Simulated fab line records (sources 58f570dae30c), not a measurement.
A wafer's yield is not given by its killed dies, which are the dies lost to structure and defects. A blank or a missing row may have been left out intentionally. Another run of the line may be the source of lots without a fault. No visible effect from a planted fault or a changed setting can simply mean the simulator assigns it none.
One fault seen from 2 desks ; flow berkeley_cmos170 ; every desk sees just its own numbers, and what lay behind them comes last

## FROM THE METROLOGY DESK
What the gauges read for every lot (on any tool): the sampled wafers with a number, averaged. Marked OUT: a lot whose mean sits more than 4 standard deviations from the usual mean, which makes it out of limits; the brackets give that distance.
Columns: A = WELLDRIVE_OXIDE_THK at UCB170_WELLDRIVE_THK_MEAS_02, usual 197 nm; B = ACTIVE_OVL at UCB170_ACTIVE_OVL_MEAS_14, usual 3 nm
lot;first seen here;A;B
L900;day 3 08:02;198;8
L901;day 3 15:41;196;3
L903;day 4 06:16;193;-0
L904;day 4 06:17;198;3
L905;day 4 12:29;195;1
L906;day 4 23:50;193;-1
L908;day 5 04:50;195;6
L910;day 5 16:26;201;8
L915;day 6 15:37;196;4
L916;day 6 19:40;197;5
L918;day 7 06:08;201;1
L920;day 7 14:31;196;7
L922;day 7 20:47;199;6
L923;day 8 03:05;196;7
This desk's verdict: no lot among the 14 shows anything out of limits.

## AT THE TOOL OWNER'S DESK: implanter-03
For each lot that ran on this tool, the mean over its sampled wafers that have a number, from the tool's own readings at UCB170_NWELL_IMPLANT_14. Marked OUT: a lot whose mean sits more than 4 standard deviations from the usual mean, which makes it out of limits; the brackets give that distance.
Columns: A = beam_energy_keV at UCB170_NWELL_IMPLANT_14, usual 150.01; B = beam_on_s at UCB170_NWELL_IMPLANT_14, usual 10.00 s; C = dose_ions_cm2 at UCB170_NWELL_IMPLANT_14, usual 1.0001e+13
lot;first seen here;A;B;C
L903;day 2 21:18;149.98;9.98;9.9987e+12
L906;day 3 15:39;150.02;9.93;1.0012e+13
L908;day 4 01:20;144.77 (-92) OUT;10.03;9.9907e+12
L910;day 4 13:28;144.70 (-93) OUT;9.88;1.0013e+13
This desk finds L908, L910 out of limits, L908 being first, at day 4 01:20 (beam_energy_keV at UCB170_NWELL_IMPLANT_14). Within limits: L903, L906.

## TAKEN TOGETHER
On L908, L910, at day 4 01:20, an alarm was possible from the tool owner's desk.
Metrology desk: nothing out of limits seen.
The metrology desk has L908, L910 on record, within its limits.
Of the lots named, all ran UCB170_NWELL_IMPLANT_14 on implanter-03.

## WHAT THE SIMULATOR PUT IN
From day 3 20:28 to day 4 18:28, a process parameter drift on implanter-03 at UCB170_NWELL_IMPLANT_14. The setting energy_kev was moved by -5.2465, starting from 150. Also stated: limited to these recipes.
Shown lots that were struck: L908, L910.
How many hours passed from the start of the fault until each desk's first out-of-limits reading: the tool owner's desk, 5.
